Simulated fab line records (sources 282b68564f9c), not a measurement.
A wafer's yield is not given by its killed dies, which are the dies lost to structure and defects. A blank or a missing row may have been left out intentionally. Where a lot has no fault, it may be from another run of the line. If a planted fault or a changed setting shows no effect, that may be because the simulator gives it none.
Split-lot study / flow rit-cmos / 23 wafers read from 5 lots, route of 202 steps

ABOUT THE SPLIT
At RIT_PWELL_IMPLANT_08, the setting dose-cm2 was moved away from the recipe's 7e+13 on 5 of the 23 wafers read, by -2.8% to -2.6%. This setting was run at the recipe's value on the other wafers.

FROM THE SPLIT TO THE READING: what the file shows between them, 2 steps
- RIT_PWELL_STRIP_09: strips in O2, time 180 s
- RIT_WELLDRIVE_ANNEAL_00: time 14700 s

THE READING
PWELL_RS in ohm/sq, measured at RIT_WELLDRIVE_RS_MEAS_02 by four-point-probe. On this fab line, fault-free wafers typically give 429.9 ohm/sq with a standard deviation of 1.1 ohm/sq.

wafer=L074.1; tool, chamber at the split=implanter-02, 0; dose-cm2 as run=7e+13; against the recipe=recipe; PWELL_RS, ohm/sq=430.1; against lot-mates on the recipe=-
wafer=L074.2; tool, chamber at the split=implanter-02, 0; dose-cm2 as run=7e+13; against the recipe=recipe; PWELL_RS, ohm/sq=429.3; against lot-mates on the recipe=-
wafer=L074.3; tool, chamber at the split=implanter-02, 0; dose-cm2 as run=6.801e+13; against the recipe=-2.8%; PWELL_RS, ohm/sq=437.3; against lot-mates on the recipe=+7.5
wafer=L074.4; tool, chamber at the split=implanter-02, 0; dose-cm2 as run=6.801e+13; against the recipe=-2.8%; PWELL_RS, ohm/sq=437.6; against lot-mates on the recipe=+7.8
wafer=L074.5; tool, chamber at the split=implanter-02, 0; dose-cm2 as run=7e+13; against the recipe=recipe; PWELL_RS, ohm/sq=430.0; against lot-mates on the recipe=-
wafer=L075.1; tool, chamber at the split=implanter-03, 0; dose-cm2 as run=7e+13; against the recipe=recipe; PWELL_RS, ohm/sq=428.8; against lot-mates on the recipe=-
wafer=L075.2; tool, chamber at the split=implanter-03, 0; dose-cm2 as run=7e+13; against the recipe=recipe; PWELL_RS, ohm/sq=427.4; against lot-mates on the recipe=-
wafer=L075.4; tool, chamber at the split=implanter-03, 0; dose-cm2 as run=7e+13; against the recipe=recipe; PWELL_RS, ohm/sq=428.6; against lot-mates on the recipe=-
wafer=L075.5; tool, chamber at the split=implanter-03, 0; dose-cm2 as run=7e+13; against the recipe=recipe; PWELL_RS, ohm/sq=428.6; against lot-mates on the recipe=-
wafer=L075.6; tool, chamber at the split=implanter-03, 0; dose-cm2 as run=7e+13; against the recipe=recipe; PWELL_RS, ohm/sq=428.8; against lot-mates on the recipe=-
wafer=L076.2; tool, chamber at the split=implanter-03, 0; dose-cm2 as run=7e+13; against the recipe=recipe; PWELL_RS, ohm/sq=429.9; against lot-mates on the recipe=-
wafer=L076.3; tool, chamber at the split=implanter-03, 0; dose-cm2 as run=7e+13; against the recipe=recipe; PWELL_RS, ohm/sq=429.3; against lot-mates on the recipe=-
wafer=L076.4; tool, chamber at the split=implanter-03, 0; dose-cm2 as run=7e+13; against the recipe=recipe; PWELL_RS, ohm/sq=428.9; against lot-mates on the recipe=-
wafer=L076.5; tool, chamber at the split=implanter-03, 0; dose-cm2 as run=7e+13; against the recipe=recipe; PWELL_RS, ohm/sq=429.2; against lot-mates on the recipe=-
wafer=L076.6; tool, chamber at the split=implanter-03, 0; dose-cm2 as run=7e+13; against the recipe=recipe; PWELL_RS, ohm/sq=429.4; against lot-mates on the recipe=-
wafer=L080.1; tool, chamber at the split=implanter-03, 0; dose-cm2 as run=7e+13; against the recipe=recipe; PWELL_RS, ohm/sq=430.7; against lot-mates on the recipe=-
wafer=L080.2; tool, chamber at the split=implanter-03, 0; dose-cm2 as run=7e+13; against the recipe=recipe; PWELL_RS, ohm/sq=431.4; against lot-mates on the recipe=-
wafer=L080.4; tool, chamber at the split=implanter-03, 0; dose-cm2 as run=7e+13; against the recipe=recipe; PWELL_RS, ohm/sq=431.2; against lot-mates on the recipe=-
wafer=L084.1; tool, chamber at the split=implanter-03, 0; dose-cm2 as run=6.818e+13; against the recipe=-2.6%; PWELL_RS, ohm/sq=438.5; against lot-mates on the recipe=+8.3
wafer=L084.2; tool, chamber at the split=implanter-03, 0; dose-cm2 as run=6.818e+13; against the recipe=-2.6%; PWELL_RS, ohm/sq=438.7; against lot-mates on the recipe=+8.5
wafer=L084.4; tool, chamber at the split=implanter-03, 0; dose-cm2 as run=6.818e+13; against the recipe=-2.6%; PWELL_RS, ohm/sq=436.9; against lot-mates on the recipe=+6.7
wafer=L084.5; tool, chamber at the split=implanter-03, 0; dose-cm2 as run=7e+13; against the recipe=recipe; PWELL_RS, ohm/sq=430.9; against lot-mates on the recipe=-
wafer=L084.6; tool, chamber at the split=implanter-03, 0; dose-cm2 as run=7e+13; against the recipe=recipe; PWELL_RS, ohm/sq=429.5; against lot-mates on the recipe=-

THE FIT
A straight line over all 23 wafers: PWELL_RS changes by -3.04 ohm/sq for each +1% of dose-cm2; r = -0.96; the points scatter about the line by 1 ohm/sq.
The same after taking each lot's own level away (the mean of its wafers on the recipe; 23 wafers): -2.87 ohm/sq for each +1%; r = -0.99; scatter 0.55 ohm/sq.
Per that fit: largest dose-cm2 move, reading shift of 8.2 ohm/sq.
The lots' own levels span 428.44 to 431.10 ohm/sq, that is 2.4 times the standard deviation above.
Consequently the slope shifts little with the lot-to-lot level, the two slopes agreeing.
Check: for one of the wafers moved furthest among these (-2.8%), held out of the fit, the line's prediction against its lot-mates is +8.35 ohm/sq. It came out at +7.5 ohm/sq against them.

THE OTHER SPLITS THESE WAFERS WENT THROUGH
Before the reading, these wafers also passed through other splits. Each is held against what the fit with the lots' levels taken away leaves over:
other split on the same wafers=RIT_ACTIVE_OXIDATION_01 temp-c; wafers away from the commonest value=15; r with PWELL_RS (lot level and that fit taken away)=+0.20
other split on the same wafers=RIT_ACTIVE_EXPOSE_08 dose-mj; wafers away from the commonest value=8; r with PWELL_RS (lot level and that fit taken away)=-0.07
other split on the same wafers=RIT_ACTIVE_ETCH_13 time-s; wafers away from the commonest value=6; r with PWELL_RS (lot level and that fit taken away)=-0.24
other split on the same wafers=RIT_FOX1_OXIDATION_00 ox-time-s; wafers away from the commonest value=15; r with PWELL_RS (lot level and that fit taken away)=-0.20
other split on the same wafers=RIT_NWELL_IMPLANT_08 energy-kev; wafers away from the commonest value=8; r with PWELL_RS (lot level and that fit taken away)=+0.03

FILE'S OWN FIT
PWELL_RS changes by -2.83 ohm/sq for each +1% of dose-cm2, r = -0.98.
